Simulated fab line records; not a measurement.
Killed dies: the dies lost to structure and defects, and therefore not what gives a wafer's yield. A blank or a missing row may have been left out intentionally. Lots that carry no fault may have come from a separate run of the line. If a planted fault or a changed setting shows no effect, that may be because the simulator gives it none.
Chamber matching + flow berkeley cmos170 + UCB170_V2_CMP_02 on cmp-02 has 4 sister chambers
The step polishes SiO2. 18 wafers are shown with their chamber, then 9 later ones without.

WAFERS PAIRED WITH THEIR CHAMBERS
| wafer  | chamber | motor current A (A) |
|--------|---------|---------------------|
| L197.3 | 3       | 17.5                |
| L197.4 | 1       | 14.1                |
| L197.5 | 1       | 15.2                |
| L200.1 | 0       | 18.2                |
| L200.3 | 2       | 19.8                |
| L200.6 | 1       | 14.1                |
| L202.1 | 1       | 14.6                |
| L202.3 | 2       | 19.8                |
| L202.4 | 3       | 16.6                |
| L203.1 | 2       | 18.7                |
| L203.4 | 1       | 14.7                |
| L203.5 | 2       | 19.0                |
| L208.1 | 2       | 19.6                |
| L208.2 | 1       | 14.1                |
| L208.3 | 3       | 16.4                |
| L210.1 | 0       | 18.8                |
| L210.2 | 2       | 19.8                |
| L210.6 | 1       | 14.3                |

SIGNATURES (averages over the wafers above)
| reading         | chamber 0 | chamber 1 | chamber 2 | chamber 3 | scatter within a chamber |
|-----------------|-----------|-----------|-----------|-----------|--------------------------|
| motor current A | 18.500    | 14.443    | 19.450    | 16.833    | 0.467                    |
Rule: a wafer's distance from a chamber is the root of the sum, over the readings, of the square of ((its reading less the chamber's mean) divided by the reading's scatter). If the next closest chamber is less than 2 further off than the closest, the wafer can't be placed; otherwise it belongs to the closest. How the scatter is found: for the shown wafers, subtract from each reading the mean of its chamber, square and add these, divide the total by (wafers less chambers), then take the root.

WAFERS WHOSE CHAMBER IS MISSING
| wafer  | motor current A (A) |
|--------|---------------------|
| L212.2 | 17.8                |
| L212.3 | 18.9                |
| L212.5 | 19.9                |
| L214.2 | 17.5                |
| L214.3 | 17.1                |
| L214.4 | 14.6                |
| L219.2 | 17.2                |
| L219.3 | 16.9                |
| L219.4 | 18.6                |

WHICH CHAMBER EACH ONE RAN IN
| wafer  | from the rows above     | in truth |
|--------|-------------------------|----------|
| L212.2 | can't be placed: 0 or 3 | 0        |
| L212.3 | can't be placed: 0 or 2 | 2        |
| L212.5 | 2                       | 2        |
| L214.2 | can't be placed: 3 or 0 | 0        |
| L214.3 | 3                       | 3        |
| L214.4 | 1                       | 1        |
| L219.2 | can't be placed: 3 or 0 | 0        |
| L219.3 | 3                       | 3        |
| L219.4 | can't be placed: 0 or 2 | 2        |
Placed correctly: 4 of 9. These rows do not allow placing 5 (true chamber among the candidates in 5). Number placed wrongly: 0.
